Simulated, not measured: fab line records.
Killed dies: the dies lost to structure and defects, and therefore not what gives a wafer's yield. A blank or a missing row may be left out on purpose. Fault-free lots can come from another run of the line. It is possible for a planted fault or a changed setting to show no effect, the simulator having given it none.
fab line records	flow berkeleyCmos170	part 1 of 2: steps 1 to 36 of 44
record: lots: 6	wafers: 18	lastDay: 11
route steps=331 shown V1@260 M2@271 V2@292 M3@331
lots that met no fault: taken from a fault-free run of the same line
startH: hours from the record's opening day to when the first of the lot's shown wafers began	waitH: hours from the lot's prior step to this one	" as in the row above	L1.1+2: a row that stands for several wafers	- no value, or no start was given	* or withheld: withheld	< > ~ a bound
route shown NAME@n: a module of which the file shows steps, and the number in the route of the first	usual: mean/standard deviation of fault-free wafers	same: alike in all rows	chamber/n: place in a boat	sites: each site's reading	_std_site: the values' standard deviation	_edge_site: mean of outer sites minus mean of inner sites	radiusMm: for every site, how far away it sits from the centre of the wafer	mask NAME#n: copy n	behind: the tool/chamber that last shaped the wafer	hold: what put the lot on hold/how long, in hours/how the hold closed	device: the transistor (n, p or np) that didn't switch	end of line: the route-end tests of the same wafers	a step without rows: its recipe alone	killed: at the first sort, the dies lost to defects and structure; wafer yield is something else	map: per-die view of a wafer (x killed, . not killed, _ where there is no die)
set.NAME: the run value of the setting; set.NAME@STEP: its run value at that earlier step	model.NAME: the simulator's own value behind a step, which no gauge read
a table for each step, a row for each wafer; lots at some steps of the route
services: a tool's chamber out of use, with start hour (startH, from the record's first day; less than 0 if before it), hours out, and reason
== steps ==
step: UCB170_V1_HMDS_06
recipe: primeTimeS: 60	primeTempC: 100
step: UCB170_V1_COAT_07
recipe: resist: KrF	spinRpm: 1500	resistThkNm: 900
step: UCB170_V1_SOFTBAKE_08
recipe: resist: KrF	tempC: 130	timeS: 60
step: UCB170_V1_EXPOSE_09
recipe: maskId: VIA1	targetCdNm: 700	na: 0.5	sigmaOuter: 0.6	sourceShape: conventional	doseMj: 37
step: UCB170_V1_PEB_10
recipe: pebTempC: 130	pebTimeS: withheld	resist: KrF
step: UCB170_V1_DEVELOP_11
recipe: developer: TMAH	developTimeS: 45	resist: KrF	devTempC: 21
step: UCB170_V1_CD_MEAS_12
recipe: targetCdNm: 700
usual: cdNm: 700.1/1.4
lot.wafer	tool	chamber	startH	waitH	cdNm
L158.4	cdSem-02	-	165.47	-	701.4
L158.5	"	-	"	"	701.5
L158.6	"	-	"	"	700.3
L157.3	cdSem-01	-	166.16	-	700.2
L157.5	"	-	"	"	700.8
L157.6	"	-	"	"	699.7
L166.1	cdSem-02	-	211.46	-	700.6
L166.3	"	-	"	"	700.6
L166.5	"	-	"	"	700.9
L169.1	cdSem-02	-	222.29	-	701.7
L169.5	"	-	"	"	701.4
L169.6	"	-	"	"	702.3
L171.1	cdSem-01	-	223.90	-	700.5
L171.4	"	-	"	"	699.2
L171.5	"	-	"	"	701.0
L174.3	cdSem-02	-	247.72	-	698.0
L174.5	"	-	"	"	698.0
L174.6	"	-	"	"	698.6
step: UCB170_V1_OVL_MEAS_13
usual: V1_OVL: 2/5.2
lot.wafer	tool	chamber	startH	waitH	V1_OVL[nm]
L158.4	overlay-01	-	165.54	0.1	0
L158.5	"	-	"	"	0
L158.6	"	-	"	"	0
L157.3	overlay-01	-	166.25	0.1	5
L157.5	"	-	"	"	2
L157.6	"	-	"	"	1
L166.1	overlay-02	-	211.58	0.1	-5
L166.3	"	-	"	"	0
L166.5	"	-	"	"	1
L169.1	overlay-01	-	222.41	0.1	-3
L169.5	"	-	"	"	-6
L169.6	"	-	"	"	-1
L171.1	overlay-02	-	224.02	0.1	-5
L171.4	"	-	"	"	-3
L171.5	"	-	"	"	-1
L174.3	overlay-01	-	247.81	0.1	-2
L174.5	"	-	"	"	1
L174.6	"	-	"	"	-1
step: UCB170_V1_ETCH_14
recipe: chemistry: CHF3/CF4/Ar	target: SiO2	stopOn: Al	CHF3_flow_sccm: 45	cf4FlowSccm: 15	Ar_flow_sccm: 150	pressureMtorr: 200	rfW: 700	targetDepthA: 12500	overEtchFrac: 0.25	timeS: 291
step: UCB170_V1_STRIP_15
recipe: chemistry: O2	powerW: 400	pressureMtorr: 3500	platenTempC: withheld	o2FlowSccm: 400	overashFraction: 0.5
step: UCB170_V1_CD_MEAS_90
recipe: targetCdNm: 700
usual: cdNm: 700.0/1.6
lot.wafer	tool	chamber	startH	waitH	cdNm
L158.4	cdSem-01	-	165.90	0.1	701.7
L158.5	"	-	"	"	701.7
L158.6	"	-	"	"	699.8
L157.3	cdSem-02	-	166.59	0.1	699.4
L157.5	"	-	"	"	701.7
L157.6	"	-	"	"	700.1
L166.1	cdSem-02	-	211.90	0.1	700.5
L166.3	"	-	"	"	701.3
L166.5	"	-	"	"	700.8
L169.1	cdSem-02	-	222.73	0.1	702.3
L169.5	"	-	"	"	701.7
L169.6	"	-	"	"	701.9
L171.1	cdSem-01	-	224.33	0.1	700.1
L171.4	"	-	"	"	699.3
L171.5	"	-	"	"	699.5
L174.3	cdSem-01	-	248.16	0.1	698.0
L174.5	"	-	"	"	698.0
L174.6	"	-	"	"	698.3
step: UCB170_M2_PRE_CLEAN_00
recipe: gas: Ar	precleanEtchTimeS: 60
step: UCB170_M2_SPUTTER_01
recipe: material: Al	targetThkNm: 900	timeS: 120	powerW: 6000	chamberPressurePa: 0.5
usual: chamberPressurePa: 0.5002/0.00097	throttleValvePct: 29.5/0.94
lot.wafer	tool	chamber	startH	waitH	chamberPressurePa	throttleValvePct	model.Al_of_M2_SPUTTER_01.thkNm
L158.4	pvdSputter-02	-	166.03	0.0	0.5005	30.0	886.5
L158.5	"	-	"	"	0.5003	30.4	886.2
L158.6	"	-	"	"	0.5000	29.7	896.3
L157.3	pvdSputter-01	-	166.74	0.0	0.5006	31.4	885.8
L157.5	"	-	"	"	0.5000	28.5	879.9
L157.6	"	-	"	"	0.4995	28.8	884.8
L166.1	pvdSputter-02	-	212.08	0.0	0.5679	27.4	879.1
L166.3	"	-	"	"	0.5677	28.0	872.4
L166.5	"	-	"	"	0.5664	27.6	886.5
L169.1	pvdSputter-02	-	222.91	0.0	0.5685	28.2	860.5
L169.5	"	-	"	"	0.5695	27.6	868.9
L169.6	"	-	"	"	0.5676	27.3	875.7
L171.1	pvdSputter-03	-	224.52	0.0	0.4995	28.3	901.5
L171.4	"	-	"	"	0.5009	30.9	897.3
L171.5	"	-	"	"	0.5020	30.7	900.1
L174.3	pvdSputter-03	-	248.30	0.0	0.5023	28.4	911.2
L174.5	"	-	"	"	0.5001	28.4	931.9
L174.6	"	-	"	"	0.5002	30.0	915.7
step: UCB170_M2_RS_MEAS_02
recipe: thkMeasGauge: four-point-probe	reads: Al_of_M2_SPUTTER_01
usual: M2_AL_RS: 0.0321/0.00041
lot.wafer	tool	chamber	startH	waitH	M2_AL_RS[ohm/sq]
L158.4	filmMetro-01	-	166.17	0.1	0.0327
L158.5	"	-	"	"	0.0327
L158.6	"	-	"	"	0.0323
L157.3	filmMetro-03	-	166.86	0.1	0.0326
L157.5	"	-	"	"	0.0329
L157.6	"	-	"	"	0.0327
L166.1	filmMetro-02	-	212.17	0.0	0.0329
L166.3	"	-	"	"	0.0333
L166.5	"	-	"	"	0.0326
L169.1	filmMetro-01	-	223.00	0.0	0.0337
L169.5	"	-	"	"	0.0333
L169.6	"	-	"	"	0.0331
L171.1	filmMetro-03	-	224.60	0.0	0.0320
L171.4	"	-	"	"	0.0322
L171.5	"	-	"	"	0.0321
L174.3	filmMetro-02	-	248.43	0.1	0.0318
L174.5	"	-	"	"	0.0311
L174.6	"	-	"	"	0.0316
step: UCB170_M2_THK_MEAS_03
recipe: thkMeasGauge: xrf	reads: Al_of_M2_SPUTTER_01
usual: M2_AL_THK: 889/14
lot.wafer	tool	chamber	startH	waitH	M2_AL_THK[nm]
L158.4	filmMetro-01	-	166.26	0.1	882
L158.5	"	-	"	"	875
L158.6	"	-	"	"	887
L157.3	filmMetro-03	-	166.96	0.1	867
L157.5	"	-	"	"	857
L157.6	"	-	"	"	864
L166.1	filmMetro-02	-	212.29	0.1	870
L166.3	"	-	"	"	863
L166.5	"	-	"	"	877
L169.1	filmMetro-01	-	223.12	0.1	860
L169.5	"	-	"	"	868
L169.6	"	-	"	"	870
L171.1	filmMetro-03	-	224.72	0.1	885
L171.4	"	-	"	"	882
L171.5	"	-	"	"	886
L174.3	filmMetro-02	-	248.53	0.1	900
L174.5	"	-	"	"	923
L174.6	"	-	"	"	903
step: UCB170_M2_HMDS_04
recipe: primeTimeS: 60	primeTempC: 100
step: UCB170_M2_COAT_05
recipe: resist: KrF	spinRpm: 1500	resistThkNm: 900
step: UCB170_M2_SOFTBAKE_06
recipe: resist: KrF	tempC: 130	timeS: 60
step: UCB170_M2_STRIP_07
recipe: chemistry: O2	powerW: 400	pressureMtorr: 3500	platenTempC: withheld	o2FlowSccm: 400	overashFraction: 0.5
usual: chamberPressureMTorr: 3500/3.2	drypumpMotorCurrentA: 5.8/0.64	o2FlowSccm: 399.9/1.1	oesProductAu: 0.734/0.0046	stripTimeToEndpointS: 21.99/0.073
lot.wafer	tool	chamber	startH	waitH	chamberPressureMTorr	drypumpMotorCurrentA	o2FlowSccm	oesProductAu	rfHoursCounterH	stripTimeToEndpointS
L158.4	plasmaAsher-01	0	167.15	0.1	3501	5.5	400.1	0.736	-	21.97
L158.5	"	0	"	"	3495	5.5	399.9	0.737	-	21.94
L158.6	"	1	"	"	3497	5.2	399.1	0.738	-	21.88
L157.3	plasmaAsher-04	0	167.63	0.1	3504	6.4	399.7	0.736	-	21.96
L157.5	"	1	"	"	3506	6.1	398.9	0.728	-	21.89
L157.6	"	0	"	"	3500	6.4	400.3	0.740	-	21.91
L166.1	plasmaAsher-01	1	212.80	0.1	3500	5.2	399.5	0.737	56	21.93
L166.3	"	0	"	"	3500	5.5	399.5	0.736	-	21.93
L166.5	"	0	"	"	3498	5.5	398.3	0.733	-	21.84
L169.1	plasmaAsher-03	1	223.72	0.1	3500	6.7	401.5	0.737	52	22.07
L169.5	"	1	"	"	3502	6.7	400.0	0.734	-	22.00
L169.6	"	0	"	"	3502	5.1	399.9	0.735	-	22.04
L171.1	plasmaAsher-01	1	225.23	0.1	3502	5.2	400.4	0.733	57	22.09
L171.4	"	1	"	"	3498	5.2	400.7	0.727	-	22.07
L171.5	"	0	"	"	3505	5.5	396.8	0.740	-	22.04
L174.3	plasmaAsher-04	1	249.17	0.1	3496	6.1	399.5	0.737	-	22.02
L174.5	"	1	"	"	3501	6.1	401.1	0.738	-	22.03
L174.6	"	0	"	"	3496	6.4	400.7	0.725	-	22.01
step: UCB170_M2_STRIP_08
recipe: chemistry: DMSO	tempC: 80	timeS: 600	material: KrF
step: UCB170_M2_COAT_09
recipe: resist: BARC	tempC: withheld	timeS: withheld	spinRpm: 3000	resistThkNm: withheld
step: UCB170_M2_COAT_10
recipe: resist: KrF	spinRpm: 1500	resistThkNm: 900
step: UCB170_M2_SOFTBAKE_11
recipe: resist: KrF	tempC: 130	timeS: 60
step: UCB170_M2_EXPOSE_12
recipe: maskId: METAL2	targetCdNm: 700	na: 0.5	sigmaOuter: 0.6	sourceShape: conventional	doseMj: 26
step: UCB170_M2_PEB_13
recipe: pebTempC: 130	pebTimeS: withheld	resist: KrF
step: UCB170_M2_DEVELOP_14
recipe: developer: TMAH	developTimeS: 45	resist: KrF	devTempC: 21
step: UCB170_M2_CD_MEAS_15
recipe: targetCdNm: 700
usual: cdNm: 699.4/1.3
lot.wafer	tool	chamber	startH	waitH	cdNm
L158.4	cdSem-01	-	169.08	-	699.2
L158.5	"	-	"	"	699.9
L158.6	"	-	"	"	698.9
L157.3	cdSem-02	-	169.52	-	698.5
L157.5	"	-	"	"	698.8
L157.6	"	-	"	"	698.8
L166.1	cdSem-02	-	213.93	-	699.6
L166.3	"	-	"	"	698.5
L166.5	"	-	"	"	700.4
L169.1	cdSem-02	-	225.21	-	696.8
L169.5	"	-	"	"	697.7
L169.6	"	-	"	"	696.2
L171.1	cdSem-02	-	226.45	-	700.0
L171.4	"	-	"	"	700.3
L171.5	"	-	"	"	700.5
L174.3	cdSem-01	-	252.34	-	701.0
L174.5	"	-	"	"	699.4
L174.6	"	-	"	"	699.5
step: UCB170_M2_OVL_MEAS_16
usual: M2_OVL: 0/5
lot.wafer	tool	chamber	startH	waitH	M2_OVL[nm]
L158.4	overlay-02	-	169.16	0.1	-4
L158.5	"	-	"	"	4
L158.6	"	-	"	"	-1
L157.3	overlay-01	-	169.61	0.1	-1
L157.5	"	-	"	"	-1
L157.6	"	-	"	"	-8
L166.1	overlay-02	-	214.05	0.1	1
L166.3	"	-	"	"	2
L166.5	"	-	"	"	4
L169.1	overlay-02	-	225.33	0.1	2
L169.5	"	-	"	"	-5
L169.6	"	-	"	"	4
L171.1	overlay-02	-	226.57	0.1	-1
L171.4	"	-	"	"	0
L171.5	"	-	"	"	1
L174.3	overlay-02	-	252.43	0.1	2
L174.5	"	-	"	"	0
L174.6	"	-	"	"	7
step: UCB170_M2_ETCH_17
recipe: chemistry: N2/H2	targetDepthA: withheld	overetchA: withheld	target: BARC	timeS: withheld	sourceW: 500	biasW: 100	pressureMtorr: 30	n2FlowSccm: 100	h2FlowSccm: 200
usual: chamberPressureMTorr: 30.001/0.029	drypumpMotorCurrentA: 5.8/0.56	oesProductAu: 0.992/0.02	rfFwdPowerW: 495.3/1.8	throttleValvePct: 13.22/0.2
lot.wafer	tool	chamber	startH	waitH	chamberPressureMTorr	drypumpMotorCurrentA	oesProductAu	rfFwdPowerW	throttleValvePct
L158.4	rieDiel-01	0	169.18	0.0	30.010	6.3	0.971	492.6	13.55
L158.5	"	0	"	"	30.010	6.3	0.973	494.5	13.55
L158.6	"	3	"	"	30.022	6.2	1.030	493.3	13.29
L157.3	rieDiel-04	1	169.64	0.0	29.988	5.9	0.967	495.4	13.01
L157.5	"	2	"	"	30.006	5.2	1.004	495.4	13.32
L157.6	"	1	"	"	29.966	5.9	0.965	495.3	12.98
L166.1	rieDiel-04	1	214.08	0.0	30.002	5.8	0.978	495.2	13.00
L166.3	"	3	"	"	30.028	6.3	1.001	495.0	13.32
L166.5	"	2	"	"	29.952	5.2	1.014	495.1	13.30
L169.1	rieDiel-02	0	225.37	0.0	30.026	6.0	0.957	497.2	13.39
L169.5	"	3	"	"	29.985	5.2	0.972	496.9	12.91
L169.6	"	0	"	"	30.009	6.0	0.958	497.9	13.40
L171.1	rieDiel-02	0	226.61	0.0	29.998	6.0	0.962	494.6	13.40
L171.4	"	1	"	"	30.007	4.9	0.989	496.7	13.12
L171.5	"	2	"	"	29.993	6.6	0.997	498.3	13.06
L174.3	rieDiel-01	2	252.45	0.0	29.995	6.5	0.998	496.2	13.19
L174.5	"	0	"	"	30.023	6.3	0.967	495.8	13.54
L174.6	"	1	"	"	29.976	5.1	0.994	497.8	13.51
step: UCB170_M2_METAL_ETCH_18
recipe: chemistry: Cl2/BCl3	target: Al	stopOn: SiO2	pressureMtorr: 12	targetDepthA: 11700	overEtchFrac: 0.3	timeS: 195	icpW: 600	biasW: 120	Cl2_flow_sccm: 90	bcl3FlowSccm: 45
usual: chamberPressureMTorr: 11.999/0.01	drypumpMotorCurrentA: 5.5/0.32	oesProductAu: 0.861/0.012	rfFwdPowerW: 597.8/1.9	throttleValvePct: 24.24/0.29
lot.wafer	tool	chamber	startH	waitH	chamberPressureMTorr	drypumpMotorCurrentA	oesProductAu	rfFwdPowerW	rfHoursCounterH	throttleValvePct	model.etch.depthNm	model.M2.featureDepthNm
L158.4	rieMetal-03	1	169.28	-	11.993	5.3	0.851	598.2	-	24.28	886.5	942.2
L158.5	"	1	"	"	12.002	5.3	0.838	597.1	-	24.28	886.2	942.2
L158.6	"	0	"	"	11.972	5.3	0.874	597.9	-	24.57	896.3	953
L157.3	rieMetal-02	1	169.74	-	11.998	5.1	0.846	599.1	-	24.51	885.8	944.5
L157.5	"	1	"	"	12.013	5.1	0.843	601.1	-	24.51	879.9	938.7
L157.6	"	0	"	"	11.995	5.6	0.857	599.9	-	24.36	884.8	943.1
L166.1	rieMetal-03	1	214.13	-	12.004	5.3	0.832	603.7	11	24.29	879.1	934.8
L166.3	"	0	"	"	12.008	5.3	0.854	600.6	-	24.58	872.4	928.5
L166.5	"	0	"	"	12.001	5.3	0.853	598.4	-	24.58	886.5	942.7
L169.1	rieMetal-02	1	225.41	-	11.997	5.1	0.843	598.6	1	24.39	860.5	917.8
L169.5	"	0	"	"	12.006	5.6	0.842	602.3	-	24.37	868.9	927.2
L169.6	"	1	"	"	11.997	5.1	0.853	598.8	-	24.41	875.7	933.2
L171.1	rieMetal-04	1	226.65	-	11.980	5.5	0.871	596.5	7	24.23	901.5	959.2
L171.4	"	1	"	"	11.980	5.5	0.870	596.1	-	24.23	897.3	954.8
L171.5	"	0	"	"	12.009	6.1	0.858	597.2	-	23.70	900.1	956.3
L174.3	rieMetal-02	1	252.56	-	12.005	5.1	0.868	597.5	-	24.39	911.2	968.6
L174.5	"	1	"	"	11.992	5.1	0.886	596.1	-	24.37	931.9	989.2
L174.6	"	0	"	"	12.006	5.6	0.874	595.7	-	24.35	915.7	973.9
step: UCB170_M2_STRIP_19
recipe: chemistry: O2	powerW: 400	pressureMtorr: 3500	platenTempC: withheld	o2FlowSccm: 400	overashFraction: 0.5
usual: chamberPressureMTorr: 3500/3.1	drypumpMotorCurrentA: 5.8/0.58	o2FlowSccm: 400.0/1.2	oesProductAu: 0.534/0.012
lot.wafer	tool	chamber	startH	waitH	chamberPressureMTorr	drypumpMotorCurrentA	o2FlowSccm	oesProductAu	rfHoursCounterH
L158.4	plasmaAsher-04	0	169.44	0.1	3498	6.4	399.7	0.535	-
L158.5	"	0	"	"	3497	6.4	400.0	0.544	-
L158.6	"	1	"	"	3498	6.1	397.5	0.537	-
L157.3	plasmaAsher-01	0	169.90	0.1	3501	5.5	400.3	0.509	-
L157.5	"	1	"	"	3499	5.2	401.6	0.503	-
L157.6	"	0	"	"	3501	5.5	401.1	0.520	-
L166.1	plasmaAsher-01	0	214.31	0.1	3501	5.6	400.9	0.543	56
L166.3	"	1	"	"	3500	5.2	396.1	0.549	-
L166.5	"	0	"	"	3496	5.5	399.6	0.548	-
L169.1	plasmaAsher-03	1	225.60	0.1	3497	6.7	400.3	0.536	52
L169.5	"	1	"	"	3501	6.7	400.5	0.515	-
L169.6	"	0	"	"	3503	5.1	402.1	0.524	-
L171.1	plasmaAsher-04	1	226.84	0.1	3503	6.1	401.3	0.514	12
L171.4	"	1	"	"	3493	6.1	400.4	0.523	-
L171.5	"	1	"	"	3502	6.1	400.6	0.544	-
L174.3	plasmaAsher-01	0	252.72	0.1	3506	5.5	401.4	0.535	-
L174.5	"	0	"	"	3501	5.5	400.3	0.540	-
L174.6	"	1	"	"	3501	5.2	400.2	0.525	-
step: UCB170_M2_CD_MEAS_90
recipe: targetCdNm: 700
usual: cdNm: 700/3.2
lot.wafer	tool	chamber	startH	waitH	cdNm
L158.4	cdSem-01	-	169.57	0.1	702
L158.5	"	-	"	"	705
L158.6	"	-	"	"	703
L157.3	cdSem-01	-	170.01	0.1	702
L157.5	"	-	"	"	702
L157.6	"	-	"	"	696
L166.1	cdSem-01	-	214.52	0.2	704
L166.3	"	-	"	"	700
L166.5	"	-	"	"	703
L169.1	cdSem-01	-	225.70	0.1	699
L169.5	"	-	"	"	696
L169.6	"	-	"	"	697
L171.1	cdSem-01	-	226.94	0.1	703
L171.4	"	-	"	"	701
L171.5	"	-	"	"	703
L174.3	cdSem-01	-	252.82	0.1	697
L174.5	"	-	"	"	699
L174.6	"	-	"	"	694
step: UCB170_V2_CVD_00
recipe: material: SiO2	targetThkNm: 2000	tempC: 390	precursor: TEOS/O2	timeS: 250	rfW: 550	pressureMtorr: 9000
usual: heaterPowerW: 254/51	rfFwdPowerW: 548.9/2
lot.wafer	tool	chamber	startH	waitH	heaterPowerW	rfFwdPowerW
L158.4	pecvd-02	1	169.70	0.1	189	549.9
L158.5	"	2	"	"	243	547.7
L158.6	"	0	"	"	226	546.7
L157.3	pecvd-01	0	170.09	0.1	234	550.8
L157.5	"	0	"	"	311	552.2
L157.6	"	2	"	"	207	551.5
L166.1	pecvd-03	1	214.64	0.1	328	549.3
L166.3	"	2	"	"	171	551.3
L166.5	"	2	"	"	230	547.4
L169.1	pecvd-02	2	225.82	0.1	198	547.2
L169.5	"	0	"	"	222	549.0
L169.6	"	1	"	"	186	549.1
L171.1	pecvd-01	0	227.06	0.1	288	551.8
L171.4	"	2	"	"	210	550.5
L171.5	"	1	"	"	370	548.5
L174.3	pecvd-01	0	252.90	0.1	252	549.3
L174.5	"	2	"	"	284	549.5
L174.6	"	1	"	"	267	547.8
step: UCB170_V2_THK_MEAS_01
recipe: reads: SiO2_of_V2_CVD_00
usual: V2_TEOS_THK: 1994/24
lot.wafer	tool	chamber	startH	waitH	V2_TEOS_THK[nm]
L158.4	filmMetro-04	-	169.81	0.0	1993
L158.5	"	-	"	"	2022
L158.6	"	-	"	"	2030
L157.3	filmMetro-01	-	170.26	0.1	2006
L157.5	"	-	"	"	2048
L157.6	"	-	"	"	2031
L166.1	filmMetro-02	-	214.79	0.1	1954
L166.3	"	-	"	"	1976
L166.5	"	-	"	"	1999
L169.1	filmMetro-02	-	225.97	0.1	1997
L169.5	"	-	"	"	2033
L169.6	"	-	"	"	2022
L171.1	filmMetro-04	-	227.22	0.1	1985
L171.4	"	-	"	"	2028
L171.5	"	-	"	"	2021
L174.3	filmMetro-02	-	253.08	0.1	1966
L174.5	"	-	"	"	2012
L174.6	"	-	"	"	2000
step: UCB170_V2_CMP_02
recipe: material: SiO2	downForcePsi: 6	platenRpm: 60	padVelocityMS: 0.75398
usual: motorCurrentA: 15.2/1.7
lot.wafer	tool	chamber	startH	waitH	motorCurrentA
L158.4	cmp-01	2	169.94	0.1	13.2
L158.6	"	0	"	"	16.2
L158.5	"	1	"	"	12.4
L157.3	cmp-02	0	170.45	0.2	17.1
L157.6	"	1	"	"	14.7
L157.5	"	2	"	"	16.2
L166.1	cmp-02	1	214.85	0.1	14.8
L166.3	"	2	"	"	16.2
L166.5	"	2	"	"	16.3
L169.1	cmp-02	1	226.18	0.2	15.4
L169.6	"	2	"	"	15.7
L169.5	"	3	"	"	16.1
L171.1	cmp-01	1	227.28	0.1	12.6
L171.4	"	2	"	"	13.0
L171.5	"	1	"	"	12.3
L174.3	cmp-01	1	253.29	0.2	12.5
L174.6	"	2	"	"	13.7
L174.5	"	3	"	"	17.9
step: UCB170_V2_BOW_MEAS_03
recipe: mode: bow
usual: V2_BOW: 36/6.9
lot.wafer	tool	chamber	startH	waitH	V2_BOW[um]
L158.4	filmMetro-02	-	170.20	0.2	53
L158.5	"	-	"	"	33
L158.6	"	-	"	"	54
L157.3	filmMetro-01	-	170.64	0.1	31
L157.5	"	-	"	"	42
L157.6	"	-	"	"	48
L166.1	filmMetro-01	-	215.15	0.2	24
L166.3	"	-	"	"	39
L166.5	"	-	"	"	24
L169.1	filmMetro-01	-	226.33	0.1	36
L169.5	"	-	"	"	37
L169.6	"	-	"	"	37
L171.1	filmMetro-04	-	227.58	0.2	36
L171.4	"	-	"	"	39
L171.5	"	-	"	"	54
L174.3	filmMetro-02	-	253.48	0.1	42
L174.5	"	-	"	"	39
L174.6	"	-	"	"	32
== key ==
firstSign: step: UCB170_M2_SPUTTER_01	reading: chamberPressurePa	direction: up	sigmas: 70	usual: 0.5002	struck: 0.5679
effect: step: UCB170_M2_SPUTTER_01	reading: throttleValvePct	direction: down	sigmas: 1.9	usual: 29.5	struck: 27.7	wafersMoved: 2
effect: step: UCB170_M2_RS_MEAS_02	reading: M2_AL_RS	direction: up	sigmas: 2.5	usual: 0.0321	struck: 0.0331
effect: step: UCB170_M2_THK_MEAS_03	reading: M2_AL_THK	direction: down	sigmas: 1.5	usual: 889	struck: 868
modelEffect: step: UCB170_M2_SPUTTER_01	value: Al_of_M2_SPUTTER_01.thkNm	without: 908.5	struck: 873.9
modelEffect: step: UCB170_M2_METAL_ETCH_18	value: etch.depthNm	without: 908.5	struck: 873.9
modelEffect: step: UCB170_V2_ETCH_14	value: Al_of_M2_SPUTTER_01.thkNm	without: 910.4	struck: 875.7
metAt UCB170_M2_SPUTTER_01
struckWafers L166.1,L166.3,L166.5,L169.1,L169.5,L169.6
loopTrim: step: UCB170_M2_EXPOSE_12	setting: dose	lots: L166,L169
onsetBetween 166.03 212.08
fault: kind: processParameterDrift	tool: pvdSputter-02	chamber: -	onsetH: 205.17	steps: UCB170_M2_SPUTTER_01	channel: chamberPressurePa	offset: 0.067982	shape: step	endH: 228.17	actsIn: theseRecipesOnly	stated: 0.5
loopTrim: a control loop set the setting to another value than it would have without faults
